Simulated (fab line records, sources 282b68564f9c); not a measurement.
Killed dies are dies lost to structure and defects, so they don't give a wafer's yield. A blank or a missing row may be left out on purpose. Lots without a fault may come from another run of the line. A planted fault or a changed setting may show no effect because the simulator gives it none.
Tool commonality check | flow rit_cmos | 14 lots, 42 wafers sampled

WHY IT WAS OPENED
At RIT_SPACER_THK_MEAS_04 the reading SPACER_NITRIDE_THK is flagged on 2 of 14 lots. Wafers without a fault read 249.6 nm, standard deviation 2.5.
Rule: a lot is flagged when every wafer of it that has a number lies more than 4 standard deviations from that mean, or none has a number. The other lots count as sound.

lot  | measured    | on            | SPACER_NITRIDE_THK (nm), wafer by wafer | flag
L573 | day 3 03:32 | film_metro-03 | 249.4 249.2 248.9                       |
L575 | day 3 08:35 | film_metro-02 | 248.5 246.4 247.5                       |
L576 | day 3 14:53 | film_metro-03 | 249.6 250.4 254.1                       |
L577 | day 3 18:42 | film_metro-02 | 247.7 249.3 247.5                       |
L580 | day 4 08:17 | film_metro-02 | 249.4 249.5 247.0                       |
L581 | day 4 14:23 | film_metro-03 | 247.3 249.1 248.3                       |
L582 | day 4 20:45 | film_metro-02 | 248.8 251.6 252.2                       |
L584 | day 5 04:28 | film_metro-02 | 249.5 251.9 248.6                       |
L585 | day 5 09:44 | film_metro-01 | 246.9 244.6 245.7                       |
L587 | day 5 21:52 | film_metro-03 | 251.0 252.4 251.2                       |
L588 | day 6 01:52 | film_metro-03 | 318.3 318.8 318.4                       | FLAGGED
L589 | day 6 05:29 | film_metro-02 | 319.4 320.4 322.1                       | FLAGGED
L592 | day 6 22:13 | film_metro-02 | 248.7 247.4 247.4                       |
L595 | day 7 11:56 | film_metro-01 | 247.0 248.4 245.5                       |
The numbers of the flagged lots are 319.6 nm on average: +70.0 nm against the usual, or +28 standard deviations.

WHICH TOOL RAN EACH LOT
The record holds 1 process step before the reading, out of a route of 202 steps. In each cell: the tool, then ch and the chambers that the sampled wafers went through, then the start.
lot  | flag    | RIT_SPACER_CVD_03
L573 |         | lpcvd-02 ch 0, day 3 01:37
L575 |         | lpcvd-02 ch 1, day 3 06:40
L576 |         | lpcvd-01 ch 1, day 3 12:00
L577 |         | lpcvd-01 ch 1, day 3 16:47
L580 |         | lpcvd-01 ch 1, day 4 06:22
L581 |         | lpcvd-02 ch 1, day 4 12:28
L582 |         | lpcvd-02 ch 0, day 4 18:50
L584 |         | lpcvd-02 ch 0, day 5 02:32
L585 |         | lpcvd-02 ch 0, day 5 07:49
L587 |         | lpcvd-01 ch 0, day 5 19:57
L588 | FLAGGED | lpcvd-02 ch 1, day 5 23:56
L589 | FLAGGED | lpcvd-02 ch 0, day 6 03:34
L592 |         | lpcvd-01 ch 1, day 6 20:17
L595 |         | lpcvd-01 ch 1, day 7 10:00
What these steps do:
- RIT_SPACER_CVD_03: deposits Si3N4 from SiH2Cl2/NH3, target thk 250 nm, time 3300 s.
- RIT_SPACER_THK_MEAS_04

FLAGGED OVER TOTAL, TOOL BY TOOL (the gauges that took the reading come last)
step                   | tool          | lots run | flagged | share of the flagged lots | sound lots run after its first flagged lot
RIT_SPACER_CVD_03      | lpcvd-01      | 6        | 0       | none                      | -
RIT_SPACER_CVD_03      | lpcvd-02      | 8        | 2       | all                       | 0
RIT_SPACER_THK_MEAS_04 | film_metro-01 | 2        | 0       | none                      | -
RIT_SPACER_THK_MEAS_04 | film_metro-02 | 7        | 1       | some                      | 1 (L592)
RIT_SPACER_THK_MEAS_04 | film_metro-03 | 5        | 1       | some                      | 0

WHAT THE TABLE ALLOWS
1 row of the table ran every flagged lot: lpcvd-02 at RIT_SPACER_CVD_03.
- lpcvd-02 at RIT_SPACER_CVD_03: 2 of its 8 lots flagged. Its last sound lot is L585 (day 5 07:49), its first flagged lot L588 (day 5 23:56): a fault that began between those two fits.
One tool is left: lpcvd-02 at RIT_SPACER_CVD_03.

WHAT THE SIMULATOR HAD PUT IN
Process parameter drift: lpcvd-02, from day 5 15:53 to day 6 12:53, at RIT_SPACER_CVD_03. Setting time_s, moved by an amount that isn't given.
Lots struck among those shown: L588, L589. The rule above found the same.
